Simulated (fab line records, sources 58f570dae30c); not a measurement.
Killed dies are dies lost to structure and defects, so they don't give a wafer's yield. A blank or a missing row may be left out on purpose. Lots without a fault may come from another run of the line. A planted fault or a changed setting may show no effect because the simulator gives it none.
Tool commonality check | flow berkeley_cmos170 | 14 lots, 42 wafers sampled

WHY IT WAS OPENED
At UCB170_ACTIVE_THK_MEAS_03 the reading ACTIVE_OXIDE_THK is flagged on 2 of 14 lots. Wafers without a fault read 26.5 nm, standard deviation 0.55.
Rule: a lot is flagged when every wafer of it that has a number lies more than 4 standard deviations from that mean, or none has a number. The other lots count as sound.

lot  | measured    | on            | ACTIVE_OXIDE_THK (nm), wafer by wafer | flag
L147 | day 3 20:18 | film_metro-03 | 26.5 26.2 26.4                        |
L148 | day 4 04:23 | film_metro-03 | 27.2 27.3 27.2                        |
L149 | day 4 04:23 | film_metro-02 | 27.1 26.7 26.3                        |
L150 | day 4 17:20 | film_metro-01 | 26.5 25.9 26.0                        |
L152 | day 5 00:27 | film_metro-02 | 25.8 25.6 25.9                        |
L153 | day 5 14:38 | film_metro-02 | 26.3 26.5 26.1                        |
L156 | day 5 21:44 | film_metro-01 | 26.3 26.0 26.1                        |
L157 | day 6 05:51 | film_metro-03 | 24.1 24.0 23.4                        | FLAGGED
L159 | day 6 05:51 | film_metro-01 | 24.1 24.1 24.2                        | FLAGGED
L162 | day 7 06:47 | film_metro-02 | 25.8 26.1 25.6                        |
L165 | day 7 16:10 | film_metro-01 | 26.6 26.7 26.2                        |
L164 | day 7 16:11 | film_metro-02 | 27.3 27.0 26.9                        |
L169 | day 8 13:50 | film_metro-01 | 26.0 26.7 26.2                        |
L170 | day 8 16:44 | film_metro-01 | 25.6 25.8 25.7                        |
The numbers of the flagged lots are 24.0 nm on average: -2.5 nm against the usual, or -5 standard deviations.

WHICH TOOL RAN EACH LOT
The record holds 1 process step before the reading, out of a route of 331 steps. In each cell: the tool, then ch and the chambers that the sampled wafers went through, then the start.
lot  | flag    | UCB170_ACTIVE_OXIDATION_02
L147 |         | furnace-02 ch 0, day 3 18:56
L148 |         | furnace-04 ch 0, day 4 03:02
L149 |         | furnace-04 ch 0, day 4 03:02
L150 |         | furnace-02 ch 0, day 4 15:59
L152 |         | furnace-02 ch 0, day 4 23:06
L153 |         | furnace-04 ch 0, day 5 13:17
L156 |         | furnace-03 ch 0, day 5 20:23
L157 | FLAGGED | furnace-04 ch 0, day 6 04:29
L159 | FLAGGED | furnace-04 ch 0, day 6 04:29
L162 |         | furnace-03 ch 0, day 7 05:26
L165 |         | furnace-02 ch 0, day 7 14:49
L164 |         | furnace-02 ch 0, day 7 14:49
L169 |         | furnace-03 ch 0, day 8 12:29
L170 |         | furnace-03 ch 0, day 8 15:20
What these steps do:
- UCB170_ACTIVE_OXIDATION_02: target thk 26.4 nm, ox time 1260 s.
- UCB170_ACTIVE_THK_MEAS_03

FLAGGED OVER TOTAL, TOOL BY TOOL (the gauges that took the reading come last)
step                       | tool          | lots run | flagged | share of the flagged lots | sound lots run after its first flagged lot
UCB170_ACTIVE_OXIDATION_02 | furnace-02    | 5        | 0       | none                      | -
UCB170_ACTIVE_OXIDATION_02 | furnace-03    | 4        | 0       | none                      | -
UCB170_ACTIVE_OXIDATION_02 | furnace-04    | 5        | 2       | all                       | 0
UCB170_ACTIVE_THK_MEAS_03  | film_metro-01 | 6        | 1       | some                      | 3 (L165,L169,L170)
UCB170_ACTIVE_THK_MEAS_03  | film_metro-02 | 5        | 0       | none                      | -
UCB170_ACTIVE_THK_MEAS_03  | film_metro-03 | 3        | 1       | some                      | 0

WHAT THE TABLE ALLOWS
1 row of the table ran every flagged lot: furnace-04 at UCB170_ACTIVE_OXIDATION_02.
- furnace-04 at UCB170_ACTIVE_OXIDATION_02: 2 of its 5 lots flagged. Its last sound lot is L153 (day 5 13:17), its first flagged lot L157 (day 6 04:29): a fault that began between those two fits.
One tool is left: furnace-04 at UCB170_ACTIVE_OXIDATION_02.

WHAT THE SIMULATOR HAD PUT IN
Process parameter drift: furnace-04, from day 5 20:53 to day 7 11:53, at UCB170_ACTIVE_OXIDATION_02. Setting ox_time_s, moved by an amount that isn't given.
Lots struck among those shown: L157, L159. The rule above found the same.
